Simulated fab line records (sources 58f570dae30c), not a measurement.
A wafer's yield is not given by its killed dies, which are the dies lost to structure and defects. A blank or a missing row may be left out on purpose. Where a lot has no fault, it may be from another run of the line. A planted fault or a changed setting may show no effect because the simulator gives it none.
fab line records	flow berkeley_cmos170	part 1 of 2: steps 1 to 25 of 35
record lots=5	wafers=15	last_day=10
route steps=331 shown PSD@180 NSD@187 BACKSIDE@199 SDANNEAL@204 PLDD@208 NLDD@209 SILICIDE@210
lots with no fault: from the same line, run without faults
start_h: hours from the record's opening day to when the first of the lot's shown wafers began	wait_h: time in hours since the lot's previous step	" repeats the value in the row above	L1.1+2: a row that stands for several wafers	- no value, or no start was given	* or withheld: withheld	< > ~ a bound
route shown NAME@n: NAME is a module with steps in the file, n the number in the route of the first one	usual: mean and standard deviation over wafers with no fault	same: alike in all rows	chamber/n: place in a boat	sites: readings site by site	_std_site: standard deviation across them	_edge_site: outer sites' mean less inner sites'	radius_mm: how far each site lies from the wafer's centre	mask NAME#n: copy n	behind: the last tool/chamber to shape the wafer	hold: why the lot was held/for how many hours/how that ended	device: whichever transistor did not switch (one of n, p or np)	end of line: tests run on the same wafers once the route is complete	a step given without rows: its recipe and nothing more	killed: at the first sort, the dies lost to defects and structure; wafer yield is something else	map: dies across one wafer; x = killed, . = not, _ = none there
set.NAME: the setting the step ran with; set.NAME@STEP: the setting that earlier step ran with	model.NAME: the simulator's own value behind a step, which no gauge read
lots at some steps of the route; a table a step, a row a wafer
services: from which hour (start_h, from the record's first day; less than 0 if before it) a tool's chamber was out of use, for how many hours, and why
## steps
# step UCB170_PSD_DEVELOP_05
# recipe developer=TMAH	develop_time_s=45	resist=KrF	dev_temp_c=21
# usual resist_line_temp_C=22.99/0.11
lot.wafer	tool	chamber	start_h	wait_h	resist_line_temp_C
L077.1	litho_track-04	0	-	-	22.85
L077.2	"	0	"	"	22.90
L077.6	"	0	"	"	22.97
L081.1	litho_track-02	0	-	-	22.95
L081.2	"	0	"	"	23.11
L081.4	"	0	"	"	23.17
L084.1	litho_track-02	0	-	-	22.87
L084.2	"	0	"	"	22.85
L084.6	"	0	"	"	23.01
L089.1	litho_track-04	0	-	-	23.05
L089.2	"	0	"	"	23.08
L089.4	"	0	"	"	22.99
L094.1	litho_track-04	0	-	-	23.06
L094.2	"	0	"	"	23.11
L094.3	"	0	"	"	23.24
# step UCB170_PSD_CD_MEAS_06
# recipe target_cd_nm=1200
# usual cd_nm=1199.7/1.4
lot.wafer	tool	chamber	start_h	wait_h	cd_nm
L077.1	cd_sem-02	-	144.78	-	1199.6
L077.2	"	-	"	"	1201.3
L077.6	"	-	"	"	1201.7
L081.1	cd_sem-01	-	162.07	-	1200.1
L081.2	"	-	"	"	1199.9
L081.4	"	-	"	"	1199.9
L084.1	cd_sem-01	-	173.71	-	1198.1
L084.2	"	-	"	"	1198.9
L084.6	"	-	"	"	1199.6
L089.1	cd_sem-01	-	205.52	-	1199.2
L089.2	"	-	"	"	1198.2
L089.4	"	-	"	"	1199.4
L094.1	cd_sem-02	-	217.64	-	1197.2
L094.2	"	-	"	"	1198.8
L094.3	"	-	"	"	1197.2
# step UCB170_PSD_OVL_MEAS_07
# usual PSD_OVL=0/5.7
lot.wafer	tool	chamber	start_h	wait_h	PSD_OVL[nm]
L077.1	overlay-01	-	144.90	0.1	-9
L077.2	"	-	"	"	-4
L077.6	"	-	"	"	-2
L081.1	overlay-02	-	162.19	0.1	7
L081.2	"	-	"	"	4
L081.4	"	-	"	"	3
L084.1	overlay-01	-	173.83	0.1	4
L084.2	"	-	"	"	-2
L084.6	"	-	"	"	-5
L089.1	overlay-01	-	205.64	0.1	-7
L089.2	"	-	"	"	-1
L089.4	"	-	"	"	2
L094.1	overlay-01	-	217.76	0.1	-1
L094.2	"	-	"	"	-1
L094.3	"	-	"	"	0
# step UCB170_PSD_IMPLANT_08
# recipe species=B	dose_cm2=3e+15	energy_kev=20	tilt_deg=7
# usual faraday_current_uA=9256/180
lot.wafer	tool	chamber	start_h	wait_h	faraday_current_uA
L077.1	implanter-02	0	144.93	0.0	9034
L077.2	"	0	"	"	9331
L077.6	"	0	"	"	9263
L081.1	implanter-02	0	162.23	0.0	9360
L081.2	"	0	"	"	9082
L081.4	"	0	"	"	9254
L084.1	implanter-02	0	173.87	0.0	9019
L084.2	"	0	"	"	9428
L084.6	"	0	"	"	9613
L089.1	implanter-02	0	205.67	0.0	9225
L089.2	"	0	"	"	9252
L089.4	"	0	"	"	9606
L094.1	implanter-02	0	217.79	0.0	8996
L094.2	"	0	"	"	9667
L094.3	"	0	"	"	9246
# step UCB170_PSD_STRIP_09
# recipe chemistry=O2	power_w=400	pressure_mtorr=3500	platen_temp_c=withheld	o2_flow_sccm=400	overash_fraction=0.5
# usual drypump_motor_current_A=5.8/0.31	oes_product_au=0.600/0.0044	strip_time_to_endpoint_s=29.38/0.073
lot.wafer	tool	chamber	start_h	wait_h	drypump_motor_current_A	oes_product_au	rf_hours_counter_h	strip_time_to_endpoint_s
L077.1	plasma_asher-03	1	145.08	0.1	6.2	0.605	44	29.35
L077.2	"	0	"	"	6.2	0.604	44	29.39
L077.6	"	0	"	"	6.2	0.596	-	29.41
L081.1	plasma_asher-02	0	162.38	0.1	5.7	0.595	46	29.32
L081.2	"	1	"	"	5.5	0.593	46	29.30
L081.4	"	1	"	"	5.5	0.594	-	29.37
L084.1	plasma_asher-01	0	174.02	0.1	5.8	0.606	37	29.43
L084.2	"	1	"	"	5.5	0.604	37	29.49
L084.6	"	0	"	"	5.8	0.600	-	29.47
L089.1	plasma_asher-02	0	205.82	0.1	5.7	0.598	51	29.46
L089.2	"	1	"	"	5.5	0.605	51	29.45
L089.4	"	0	"	"	5.7	0.605	-	29.46
L094.1	plasma_asher-01	1	217.94	0.1	5.5	0.600	42	29.30
L094.2	"	0	"	"	5.8	0.607	42	29.37
L094.3	"	1	"	"	5.5	0.608	-	29.37
# step UCB170_PSD_TW_MEAS_10
# usual PSD_TW=2352/21
lot.wafer	tool	chamber	start_h	wait_h	PSD_TW
L077.1	film_metro-02	-	145.18	0.1	2349
L077.2	"	-	"	"	2346
L077.6	"	-	"	"	2339
L081.1	film_metro-03	-	162.48	0.1	2381
L081.2	"	-	"	"	2383
L081.4	"	-	"	"	2368
L084.1	film_metro-01	-	174.12	0.1	2340
L084.2	"	-	"	"	2334
L084.6	"	-	"	"	2347
L089.1	film_metro-01	-	205.92	0.1	2354
L089.2	"	-	"	"	2358
L089.4	"	-	"	"	2356
L094.1	film_metro-03	-	218.04	0.1	2393
L094.2	"	-	"	"	2369
L094.3	"	-	"	"	2370
# step UCB170_PSD_CLEAN_11
# recipe chemistry=SPM	temp_c=120	time_s=600
lot.wafer	tool	chamber	start_h	wait_h
L077.1+2+6	wet_bench-01	3	145.24	0.1
L081.1+2+4	wet_bench-01	1	163.25	0.8
L084.1+2+6	wet_bench-04	2	174.18	0.1
L089.1+2+4	wet_bench-02	0	205.98	0.1
L094.1+2+3	wet_bench-01	0	218.10	0.1
# step UCB170_NSD_HMDS_00
# recipe prime_time_s=60	prime_temp_c=100
# usual resist_line_temp_C=23.01/0.098
lot.wafer	tool	chamber	start_h	wait_h	resist_line_temp_C
L077.1	litho_track-03	0	145.70	0.3	23.04
L077.2	"	0	"	"	22.99
L077.6	"	0	"	"	22.88
L081.1	litho_track-03	0	163.60	0.2	22.97
L081.2	"	0	"	"	23.13
L081.4	"	0	"	"	23.05
L084.1	litho_track-04	0	174.79	0.4	22.97
L084.2	"	0	"	"	23.01
L084.6	"	0	"	"	22.99
L089.1	litho_track-03	0	206.47	0.3	23.01
L089.2	"	0	"	"	23.18
L089.4	"	0	"	"	23.09
L094.1	litho_track-03	0	218.37	0.1	22.90
L094.2	"	0	"	"	23.01
L094.3	"	0	"	"	23.07
# step UCB170_NSD_COAT_01
# recipe resist=KrF	spin_rpm=1500	resist_thk_nm=900
# usual resist_line_temp_C=23.01/0.1
lot.wafer	tool	chamber	start_h	wait_h	resist_line_temp_C
L077.1	litho_track-03	0	145.85	0.1	23.23
L077.2	"	0	"	"	23.04
L077.6	"	0	"	"	23.06
L081.1	litho_track-03	0	163.75	0.1	22.82
L081.2	"	0	"	"	23.01
L081.4	"	0	"	"	22.97
L084.1	litho_track-04	0	174.94	0.1	23.04
L084.2	"	0	"	"	22.96
L084.6	"	0	"	"	23.01
L089.1	litho_track-03	0	206.62	0.1	22.99
L089.2	"	0	"	"	23.09
L089.4	"	0	"	"	22.89
L094.1	litho_track-03	0	218.52	0.1	22.94
L094.2	"	0	"	"	22.93
L094.3	"	0	"	"	22.98
# step UCB170_NSD_SOFTBAKE_02
# recipe resist=KrF	temp_c=130	time_s=60
# usual plate_temp_C=130.01/0.13	resist_line_temp_C=23.00/0.11
lot.wafer	tool	chamber	start_h	wait_h	plate_temp_C	resist_line_temp_C
L077.1	litho_track-03	0	146.00	0.1	130.07	23.14
L077.2	"	0	"	"	129.99	23.15
L077.6	"	0	"	"	130.00	23.14
L081.1	litho_track-03	0	163.90	0.1	130.07	23.07
L081.2	"	0	"	"	129.92	23.14
L081.4	"	0	"	"	130.05	23.08
L084.1	litho_track-04	0	175.09	0.1	129.78	23.20
L084.2	"	0	"	"	129.84	22.98
L084.6	"	0	"	"	129.89	22.89
L089.1	litho_track-03	0	206.77	0.1	130.03	23.03
L089.2	"	0	"	"	130.01	23.07
L089.4	"	0	"	"	129.79	22.85
L094.1	litho_track-03	0	218.67	0.1	129.87	22.89
L094.2	"	0	"	"	129.72	23.10
L094.3	"	0	"	"	129.88	23.00
# step UCB170_NSD_EXPOSE_03
# recipe mask_id=NSELECT_MOD	na=0.5	sigma_outer=0.6	source_shape=conventional	target_cd_nm=1200	dose_mj=30
# usual stage_vel_mm_s=499.97/0.29
lot.wafer	tool	chamber	start_h	wait_h	mask	stage_vel_mm_s
L077.1	krf_scanner-01	0	146.15	0.1	NSELECT_MOD#0	500.15
L077.2	"	0	"	"	NSELECT_MOD#0	499.81
L077.6	"	0	"	"	NSELECT_MOD#0	499.75
L081.1	krf_scanner-02	0	164.05	0.1	NSELECT_MOD#0	500.26
L081.2	"	0	"	"	NSELECT_MOD#0	500.18
L081.4	"	0	"	"	NSELECT_MOD#0	499.99
L084.1	krf_scanner-02	0	175.44	0.3	NSELECT_MOD#0	499.54
L084.2	"	0	"	"	NSELECT_MOD#0	499.84
L084.6	"	0	"	"	NSELECT_MOD#0	500.05
L089.1	krf_scanner-02	0	207.04	0.2	NSELECT_MOD#0	499.98
L089.2	"	0	"	"	NSELECT_MOD#0	500.14
L089.4	"	0	"	"	NSELECT_MOD#0	500.12
L094.1	krf_scanner-01	0	218.94	0.2	NSELECT_MOD#0	500.47
L094.2	"	0	"	"	NSELECT_MOD#0	500.09
L094.3	"	0	"	"	NSELECT_MOD#0	500.37
# step UCB170_NSD_PEB_04
# recipe peb_temp_c=130	peb_time_s=withheld	resist=KrF
# usual plate_temp_C=129.97/0.14	resist_line_temp_C=22.98/0.1
lot.wafer	tool	chamber	start_h	wait_h	plate_temp_C	resist_line_temp_C
L077.1	litho_track-04	0	146.50	0.3	129.85	23.09
L077.2	"	0	"	"	129.78	22.85
L077.6	"	0	"	"	129.91	22.95
L081.1	litho_track-04	0	164.81	0.7	129.96	22.83
L081.2	"	0	"	"	129.96	22.93
L081.4	"	0	"	"	130.09	22.89
L084.1	litho_track-03	0	176.15	0.7	130.16	22.80
L084.2	"	0	"	"	130.12	22.86
L084.6	"	0	"	"	130.06	22.86
L089.1	litho_track-04	0	207.24	0.2	129.93	22.84
L089.2	"	0	"	"	129.98	22.97
L089.4	"	0	"	"	129.93	23.00
L094.1	litho_track-03	0	219.27	0.3	129.97	23.17
L094.2	"	0	"	"	129.91	23.18
L094.3	"	0	"	"	129.80	23.07
# step UCB170_NSD_DEVELOP_05
# recipe developer=TMAH	develop_time_s=45	resist=KrF	dev_temp_c=21
# usual resist_line_temp_C=22.99/0.11
lot.wafer	tool	chamber	start_h	wait_h	resist_line_temp_C
L077.1	litho_track-04	0	-	-	22.87
L077.2	"	0	"	"	22.93
L077.6	"	0	"	"	22.80
L081.1	litho_track-04	0	-	-	23.14
L081.2	"	0	"	"	22.96
L081.4	"	0	"	"	22.99
L084.1	litho_track-03	0	-	-	23.07
L084.2	"	0	"	"	23.01
L084.6	"	0	"	"	23.12
L089.1	litho_track-04	0	-	-	23.15
L089.2	"	0	"	"	23.33
L089.4	"	0	"	"	23.18
L094.1	litho_track-03	0	-	-	22.78
L094.2	"	0	"	"	22.88
L094.3	"	0	"	"	23.06
# step UCB170_NSD_CD_MEAS_06
# recipe target_cd_nm=1200
# usual cd_nm=1200.0/1.5
lot.wafer	tool	chamber	start_h	wait_h	cd_nm
L077.1	cd_sem-01	-	146.78	-	1200.3
L077.2	"	-	"	"	1199.5
L077.6	"	-	"	"	1198.9
L081.1	cd_sem-02	-	165.08	-	1199.4
L081.2	"	-	"	"	1202.0
L081.4	"	-	"	"	1201.8
L084.1	cd_sem-02	-	176.42	-	1203.2
L084.2	"	-	"	"	1201.7
L084.6	"	-	"	"	1203.3
L089.1	cd_sem-01	-	207.52	-	1200.6
L089.2	"	-	"	"	1200.2
L089.4	"	-	"	"	1201.2
L094.1	cd_sem-01	-	219.54	-	1199.8
L094.2	"	-	"	"	1199.8
L094.3	"	-	"	"	1199.9
# step UCB170_NSD_OVL_MEAS_07
# usual NSD_OVL=-3/6.8
lot.wafer	tool	chamber	start_h	wait_h	NSD_OVL[nm]
L077.1	overlay-02	-	146.90	0.1	-9
L077.2	"	-	"	"	-7
L077.6	"	-	"	"	-10
L081.1	overlay-02	-	165.20	0.1	-8
L081.2	"	-	"	"	-8
L081.4	"	-	"	"	-12
L084.1	overlay-01	-	176.54	0.1	-11
L084.2	"	-	"	"	-16
L084.6	"	-	"	"	-19
L089.1	overlay-01	-	207.64	0.1	-11
L089.2	"	-	"	"	-1
L089.4	"	-	"	"	-6
L094.1	overlay-02	-	219.66	0.1	0
L094.2	"	-	"	"	-1
L094.3	"	-	"	"	4
# step UCB170_NSD_IMPLANT_08
# recipe species=P	dose_cm2=3e+15	energy_kev=40	tilt_deg=7
# usual faraday_current_uA=9236/170
lot.wafer	tool	chamber	start_h	wait_h	faraday_current_uA
L077.1	implanter-02	0	146.94	0.0	9016
L077.2	"	0	"	"	9273
L077.6	"	0	"	"	9144
L081.1	implanter-03	0	165.24	0.0	9241
L081.2	"	0	"	"	9383
L081.4	"	0	"	"	9072
L084.1	implanter-03	0	176.58	0.0	9242
L084.2	"	0	"	"	9313
L084.6	"	0	"	"	9009
L089.1	implanter-02	0	207.67	0.0	9401
L089.2	"	0	"	"	8935
L089.4	"	0	"	"	9249
L094.1	implanter-01	0	219.70	0.0	9122
L094.2	"	0	"	"	9138
L094.3	"	0	"	"	9210
# step UCB170_NSD_STRIP_09
# recipe chemistry=O2	power_w=400	pressure_mtorr=3500	platen_temp_c=withheld	o2_flow_sccm=400	overash_fraction=0.5
# usual drypump_motor_current_A=5.7/0.55	oes_product_au=0.534/0.0046	strip_time_to_endpoint_s=35.82/0.064
lot.wafer	tool	chamber	start_h	wait_h	drypump_motor_current_A	oes_product_au	rf_hours_counter_h	strip_time_to_endpoint_s
L077.1	plasma_asher-01	1	147.09	0.1	5.4	0.532	33	35.78
L077.2	"	0	"	"	5.8	0.529	33	35.73
L077.6	"	0	"	"	5.8	0.532	-	35.81
L081.1	plasma_asher-04	0	165.39	0.1	4.9	0.526	6	35.81
L081.2	"	1	"	"	6.7	0.531	6	35.83
L081.4	"	0	"	"	4.9	0.533	-	35.77
L084.1	plasma_asher-02	0	176.73	0.1	5.7	0.538	48	35.82
L084.2	"	1	"	"	5.5	0.527	48	35.89
L084.6	"	1	"	"	5.5	0.529	-	35.86
L089.1	plasma_asher-04	0	207.82	0.1	4.9	0.535	11	35.82
L089.2	"	1	"	"	6.6	0.535	11	35.83
L089.4	"	0	"	"	4.9	0.534	-	35.80
L094.1	plasma_asher-04	1	219.85	0.1	6.6	0.531	13	35.73
L094.2	"	0	"	"	4.9	0.540	13	35.76
L094.3	"	1	"	"	6.7	0.532	-	35.84
# step UCB170_NSD_TW_MEAS_10
# usual NSD_TW=4227/37
lot.wafer	tool	chamber	start_h	wait_h	NSD_TW
L077.1	film_metro-02	-	147.19	0.1	4212
L077.2	"	-	"	"	4202
L077.6	"	-	"	"	4182
L081.1	film_metro-02	-	165.49	0.1	4206
L081.2	"	-	"	"	4194
L081.4	"	-	"	"	4187
L084.1	film_metro-03	-	176.83	0.1	4288
L084.2	"	-	"	"	4282
L084.6	"	-	"	"	4301
L089.1	film_metro-03	-	207.92	0.1	4281
L089.2	"	-	"	"	4273
L089.4	"	-	"	"	4277
L094.1	film_metro-01	-	219.95	0.1	4189
L094.2	"	-	"	"	4200
L094.3	"	-	"	"	4208
# step UCB170_NSD_CLEAN_11
# recipe chemistry=SPM	temp_c=120	time_s=600
lot.wafer	tool	chamber	start_h	wait_h
L077.1+2+6	wet_bench-04	2	147.25	0.1
L081.1+2+4	wet_bench-03	1	165.55	0.1
L084.1+2+6	wet_bench-03	0	176.89	0.1
L089.1+2+4	wet_bench-03	0	208.14	0.2
L094.1+2+3	wet_bench-03	1	220.21	0.3
# step UCB170_BACKSIDE_HMDS_00
# recipe prime_time_s=60	prime_temp_c=100
# usual resist_line_temp_C=22.98/0.1
lot.wafer	tool	chamber	start_h	wait_h	resist_line_temp_C
L077.1	litho_track-02	0	147.75	0.3	22.91
L077.2	"	0	"	"	23.00
L077.6	"	0	"	"	22.96
L081.1	litho_track-04	0	166.43	0.7	22.88
L081.2	"	0	"	"	22.95
L081.4	"	0	"	"	22.95
L084.1	litho_track-02	0	177.08	0.0	23.08
L084.2	"	0	"	"	23.20
L084.6	"	0	"	"	23.15
L089.1	litho_track-01	0	208.46	0.1	23.04
L089.2	"	0	"	"	23.05
L089.4	"	0	"	"	23.03
L094.1	litho_track-01	0	220.40	0.0	22.90
L094.2	"	0	"	"	23.09
L094.3	"	0	"	"	23.21
# step UCB170_BACKSIDE_COAT_01
# recipe resist=KrF	spin_rpm=1500	resist_thk_nm=900
# usual resist_line_temp_C=22.98/0.11
lot.wafer	tool	chamber	start_h	wait_h	resist_line_temp_C
L077.1	litho_track-02	0	147.90	0.1	22.97
L077.2	"	0	"	"	22.89
L077.6	"	0	"	"	23.17
L081.1	litho_track-04	0	166.58	0.1	22.99
L081.2	"	0	"	"	22.88
L081.4	"	0	"	"	22.77
L084.1	litho_track-02	0	177.23	0.1	23.07
L084.2	"	0	"	"	22.84
L084.6	"	0	"	"	22.91
L089.1	litho_track-01	0	208.61	0.1	22.91
L089.2	"	0	"	"	22.93
L089.4	"	0	"	"	22.95
L094.1	litho_track-01	0	220.55	0.1	22.85
L094.2	"	0	"	"	22.75
L094.3	"	0	"	"	22.91
# step UCB170_BACKSIDE_SOFTBAKE_02
# recipe resist=KrF	temp_c=130	time_s=60
# usual plate_temp_C=130.03/0.16	resist_line_temp_C=23.01/0.11
lot.wafer	tool	chamber	start_h	wait_h	plate_temp_C	resist_line_temp_C
L077.1	litho_track-02	0	148.05	0.1	129.94	22.93
L077.2	"	0	"	"	129.81	22.91
L077.6	"	0	"	"	129.81	22.99
L081.1	litho_track-04	0	166.73	0.1	130.11	23.36
L081.2	"	0	"	"	130.01	23.05
L081.4	"	0	"	"	130.11	22.94
L084.1	litho_track-02	0	177.38	0.1	129.86	22.92
L084.2	"	0	"	"	130.24	23.09
L084.6	"	0	"	"	129.94	22.97
L089.1	litho_track-01	0	208.76	0.1	130.00	22.91
L089.2	"	0	"	"	129.93	22.87
L089.4	"	0	"	"	130.18	22.93
L094.1	litho_track-01	0	220.70	0.1	130.19	23.03
L094.2	"	0	"	"	130.01	23.02
L094.3	"	0	"	"	130.10	22.97
# step UCB170_BACKSIDE_STRIP_03
# recipe chemistry=O2	power_w=400	pressure_mtorr=3500	platen_temp_c=withheld	o2_flow_sccm=400	overash_fraction=0.5
# usual drypump_motor_current_A=5.9/0.57	oes_product_au=0.735/0.0044	strip_time_to_endpoint_s=21.98/0.066
lot.wafer	tool	chamber	start_h	wait_h	drypump_motor_current_A	oes_product_au	rf_hours_counter_h	strip_time_to_endpoint_s
L077.1	plasma_asher-04	0	148.20	0.1	4.9	0.737	4	21.97
L077.2	"	1	"	"	6.7	0.730	4	22.00
L077.6	"	0	"	"	4.9	0.733	-	21.98
L081.1	plasma_asher-03	1	166.88	0.1	6.2	0.732	47	21.90
L081.2	"	0	"	"	6.2	0.729	47	21.92
L081.4	"	0	"	"	6.2	0.730	-	21.90
L084.1	plasma_asher-04	0	177.53	0.1	4.9	0.726	8	21.96
L084.2	"	1	"	"	6.7	0.729	8	22.01
L084.6	"	1	"	"	6.7	0.746	-	22.04
L089.1	plasma_asher-01	1	208.91	0.1	5.5	0.737	41	21.99
L089.2	"	0	"	"	5.8	0.735	41	21.91
L089.4	"	1	"	"	5.5	0.740	-	21.91
L094.1	plasma_asher-03	0	220.85	0.1	6.2	0.728	55	22.05
L094.2	"	1	"	"	6.2	0.733	55	22.09
L094.3	"	0	"	"	6.2	0.734	-	22.10
# step UCB170_BACKSIDE_CLEAN_04
# recipe chemistry=SPM	temp_c=120	time_s=600
lot.wafer	tool	chamber	start_h	wait_h
L077.1+2+6	wet_bench-02	3	148.30	0.1
L081.1+2+4	wet_bench-02	3	166.98	0.1
L084.1+2+6	wet_bench-03	1	177.63	0.1
L089.1+2+4	wet_bench-03	0	209.08	0.1
L094.1+2+3	wet_bench-03	1	220.95	0.1
# step UCB170_SDANNEAL_RTA_00
# recipe temp_c=900	time_s=10	ambient=N2
# usual anneal_temp_c_max=905.4/1	lamp_power_pct=24.3/1.7	wafer_temp_C_max=904.0/0.94
lot.wafer	tool	chamber	start_h	wait_h	anneal_temp_c_max	lamp_power_pct	wafer_temp_C_max
L077.1	rtp_anneal-02	0	148.51	0.0	905.5	22.4	902.7
L077.2	"	0	"	"	905.8	22.4	902.7
L077.6	"	0	"	"	904.1	22.4	904.0
L081.1	rtp_anneal-01	0	167.17	0.0	905.4	25.8	904.8
L081.2	"	0	"	"	904.6	25.9	904.7
L081.4	"	0	"	"	905.1	25.9	905.5
L084.1	rtp_anneal-01	0	177.80	0.0	906.0	25.8	905.1
L084.2	"	0	"	"	904.9	25.9	903.9
L084.6	"	0	"	"	908.1	25.9	905.1
L089.1	rtp_anneal-01	0	209.26	0.0	905.7	25.9	905.6
L089.2	"	0	"	"	905.6	25.9	905.3
L089.4	"	0	"	"	905.9	25.9	904.3
L094.1	rtp_anneal-02	0	221.13	0.0	906.6	22.4	903.3
L094.2	"	0	"	"	905.3	22.4	903.5
L094.3	"	0	"	"	904.3	22.4	903.4
